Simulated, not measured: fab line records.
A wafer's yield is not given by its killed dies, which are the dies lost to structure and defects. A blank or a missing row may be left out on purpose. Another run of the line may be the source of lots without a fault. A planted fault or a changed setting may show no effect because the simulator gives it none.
Which of the tools did it? + flow rit cmos + 21 wafers from 7 lots sampled at 2 of the route's 202 steps

## WHAT THE GAUGES READ, wafer by wafer
RIT_CONTACT_THK_MEAS_01.
| lot  | measured    | on            | CONTACT_TEOS_THK (nm) |
|------|-------------|---------------|-----------------------|
| L337 | day 3 15:17 | film metro-03 | 389 399 397           |
| L339 | day 4 04:38 | film metro-01 | 395 404 405           |
| L341 | day 4 15:01 | film metro-04 | 396 403 409           |
| L344 | day 5 05:26 | film metro-04 | 395 407 405           |
| L347 | day 5 16:58 | film metro-04 | 379 392 384           |
| L355 | day 7 08:17 | film metro-01 | 398 395 398           |
| L358 | day 8 00:07 | film metro-01 | 409 394 400           |

## TOOL THAT RAN EACH LOT (tool first, then ch and the chambers of the sampled wafers, then the start)
| lot  | RIT_CONTACT_CVD_00             |
|------|--------------------------------|
| L337 | pecvd-01 ch 0,1,2, day 3 15:14 |
| L339 | pecvd-02 ch 0,1,2, day 4 04:35 |
| L341 | pecvd-04 ch 0,2, day 4 14:58   |
| L344 | pecvd-04 ch 0,1,2, day 5 05:22 |
| L347 | pecvd-04 ch 0,2, day 5 16:54   |
| L355 | pecvd-02 ch 0,1,2, day 7 08:14 |
| L358 | pecvd-01 ch 0,2, day 8 00:03   |
- RIT_CONTACT_CVD_00: deposits SiO2 from TEOS, target thk 400 nm, time 61 s.

## THE ANSWER, worked out from the rows above alone
Rule: the lots themselves supply what counts as usual. Put in order of their means at a reading, lots are off if they are a third of the lots or fewer, leave a main group of 4 or more, and stand apart from it by a gap of 3 or more times the standard deviation of the main group's means; of several such gaps the widest counts. If all means in a main group match to the digits the tables above print for the reading, that group is not used. A lot without any number at a reading at which 4 lots or more have one is off too. Any other lot the step has rows for is counted as sound.
Off: L347, seen at RIT_CONTACT_THK_MEAS_01 (CONTACT_TEOS_THK). For the main group the mean is 400 nm and the standard deviation 2.9.
If a tool, at a process step before that reading, ran all the lots that are off and no sound lot after the first of them, it fits. The gauges at RIT_CONTACT_THK_MEAS_01 are tried like those tools. Can't be told from this: 2 tools fit, pecvd-04 at RIT_CONTACT_CVD_00, film metro-04 at RIT_CONTACT_THK_MEAS_01.

## WHAT HAD BEEN PUT IN BY THE SIMULATOR
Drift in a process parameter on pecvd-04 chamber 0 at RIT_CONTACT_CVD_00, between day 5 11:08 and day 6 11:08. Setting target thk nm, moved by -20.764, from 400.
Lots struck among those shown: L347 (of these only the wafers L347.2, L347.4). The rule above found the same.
